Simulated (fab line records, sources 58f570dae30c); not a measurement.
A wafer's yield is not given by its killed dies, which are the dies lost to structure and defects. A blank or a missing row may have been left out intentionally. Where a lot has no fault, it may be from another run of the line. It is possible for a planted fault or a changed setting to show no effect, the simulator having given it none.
Check of tool commonality + flow berkeley_cmos170 + 14 lots and 42 wafers in the sample

REASON FOR OPENING
2 of 14 lots carry a flag on the reading CONTACT_PSG_THK at UCB170_CONTACT_THK_MEAS_02. Fault-free wafers read 704 nm, with a standard deviation of 6.7.
Rule: a lot is flagged when every wafer of it that has a number lies more than 4 standard deviations from that mean, or none has a number. As for the other lots, they are considered sound.

| lot  | measured     | on            | CONTACT_PSG_THK (nm), wafer by wafer | flag    |
|------|--------------|---------------|--------------------------------------|---------|
| L528 | day 6 15:56  | film_metro-01 | 698 691 692                          |         |
| L529 | day 7 10:30  | film_metro-03 | 702 699 699                          |         |
| L530 | day 7 15:59  | film_metro-01 | 712 709 714                          |         |
| L531 | day 8 01:56  | film_metro-02 | 703 699 699                          |         |
| L532 | day 8 03:05  | film_metro-02 | 700 706 704                          |         |
| L535 | day 8 03:43  | film_metro-01 | 1416 1420 1416                       | FLAGGED |
| L536 | day 8 15:07  | film_metro-03 | 707 709 706                          |         |
| L538 | day 8 17:47  | film_metro-02 | 1413 1412 1406                       | FLAGGED |
| L545 | day 9 23:58  | film_metro-01 | 709 710 704                          |         |
| L544 | day 10 01:47 | film_metro-03 | 706 708 702                          |         |
| L546 | day 10 16:26 | film_metro-02 | 708 709 705                          |         |
| L547 | day 11 00:01 | film_metro-03 | 713 708 710                          |         |
| L550 | day 11 05:25 | film_metro-02 | 697 695 695                          |         |
| L551 | day 11 16:10 | film_metro-01 | 701 695 700                          |         |
Flagged lots average 1414 nm: +710 nm relative to the usual, that is +99 or more standard deviations.

TOOL THAT RAN EACH LOT
The record holds 2 process steps before the reading, out of a route of 331 steps. Every cell lists first the tool, next ch and the chambers used by the sampled wafers, and last the start.
| lot  | flag    | UCB170_SILICIDE_SPUTTER_01   | UCB170_CONTACT_CVD_01                                     |
|------|---------|------------------------------|-----------------------------------------------------------|
| L528 |         | pvd_sputter-04, day 6 13:29  | lpcvd-02 ch 0, day 6 14:09                                |
| L529 |         | pvd_sputter-04, day 7 07:19  | lpcvd-02 ch 0, day 7 07:49                                |
| L530 |         | pvd_sputter-03, day 7 12:54  | lpcvd-01 ch 0, day 7 14:12                                |
| L531 |         | pvd_sputter-04, day 7 23:19  | lpcvd-02 ch 0, day 8 00:09                                |
| L532 |         | pvd_sputter-03, day 7 23:48  | lpcvd-01 ch 1, day 8 01:17                                |
| L535 | FLAGGED | pvd_sputter-01, day 7 22:52  | lpcvd-01 ch 0, day 7 23:31 and lpcvd-02 ch 0, day 8 01:56 |
| L536 |         | pvd_sputter-04, day 8 11:13  | lpcvd-02 ch 0, day 8 12:26                                |
| L538 | FLAGGED | pvd_sputter-01, day 8 10:24  | lpcvd-01 ch 1, day 8 11:17 and lpcvd-02 ch 1, day 8 15:07 |
| L545 |         | pvd_sputter-04, day 9 20:39  | lpcvd-02 ch 1, day 9 21:17                                |
| L544 |         | pvd_sputter-01, day 9 21:01  | lpcvd-01 ch 0, day 10 00:01                               |
| L546 |         | pvd_sputter-04, day 10 13:16 | lpcvd-02 ch 1, day 10 13:45                               |
| L547 |         | pvd_sputter-04, day 10 20:50 | lpcvd-02 ch 1, day 10 21:20                               |
| L550 |         | pvd_sputter-03, day 11 01:20 | lpcvd-02 ch 0, day 11 02:45                               |
| L551 |         | pvd_sputter-01, day 11 12:52 | lpcvd-02 ch 0, day 11 13:28                               |
What these steps do:
- UCB170_SILICIDE_SPUTTER_01: material Ti, target thk 30 nm, time 25 s.
- UCB170_CONTACT_CVD_01: deposits PSG from SiH4/O2/PH3, target thk 700 nm, time 2820 s.
- UCB170_CONTACT_THK_MEAS_02

FLAGGED OVER TOTAL, TOOL BY TOOL (the gauges that took the reading come last)
| step                       | tool           | lots run | flagged | share of the flagged lots | sound lots run after its first flagged lot |
|----------------------------|----------------|----------|---------|---------------------------|--------------------------------------------|
| UCB170_SILICIDE_SPUTTER_01 | pvd_sputter-01 | 4        | 2       | all                       | 2 (L544,L551)                              |
| UCB170_SILICIDE_SPUTTER_01 | pvd_sputter-03 | 3        | 0       | none                      | -                                          |
| UCB170_SILICIDE_SPUTTER_01 | pvd_sputter-04 | 7        | 0       | none                      | -                                          |
| UCB170_CONTACT_CVD_01      | lpcvd-01       | 5        | 2       | all                       | 2 (L532,L544)                              |
| UCB170_CONTACT_CVD_01      | lpcvd-02       | 11       | 2       | all                       | 6 (L536,L545,L546,L547,L550,L551)          |
| UCB170_CONTACT_THK_MEAS_02 | film_metro-01  | 5        | 1       | some                      | 2 (L545,L551)                              |
| UCB170_CONTACT_THK_MEAS_02 | film_metro-02  | 5        | 1       | some                      | 2 (L546,L550)                              |
| UCB170_CONTACT_THK_MEAS_02 | film_metro-03  | 4        | 0       | none                      | -                                          |

WHAT IS ALLOWED BY THE TABLE
In the table, 3 rows ran each flagged lot (pvd_sputter-01 at UCB170_SILICIDE_SPUTTER_01; lpcvd-01 at UCB170_CONTACT_CVD_01; lpcvd-02 at UCB170_CONTACT_CVD_01).
- pvd_sputter-01 at UCB170_SILICIDE_SPUTTER_01: 2 of its 4 lots flagged. After the first flagged lot (L544, L551), sound lots still ran on it; a lasting fault on the whole tool would not permit that.
- lpcvd-01 at UCB170_CONTACT_CVD_01: 2 of its 5 lots flagged. After the first flagged lot (L532, L544), sound lots still ran on it; a lasting fault on the whole tool would not permit that.
- lpcvd-02 at UCB170_CONTACT_CVD_01: 2 of its 11 lots flagged. After the first flagged lot (L536, L545, L546, L547, L550, L551), sound lots still ran on it; a lasting fault on the whole tool would not permit that.
There is no row in the table that ran each flagged lot and no sound lot after the first.

WHAT THE SIMULATOR HAD PUT IN
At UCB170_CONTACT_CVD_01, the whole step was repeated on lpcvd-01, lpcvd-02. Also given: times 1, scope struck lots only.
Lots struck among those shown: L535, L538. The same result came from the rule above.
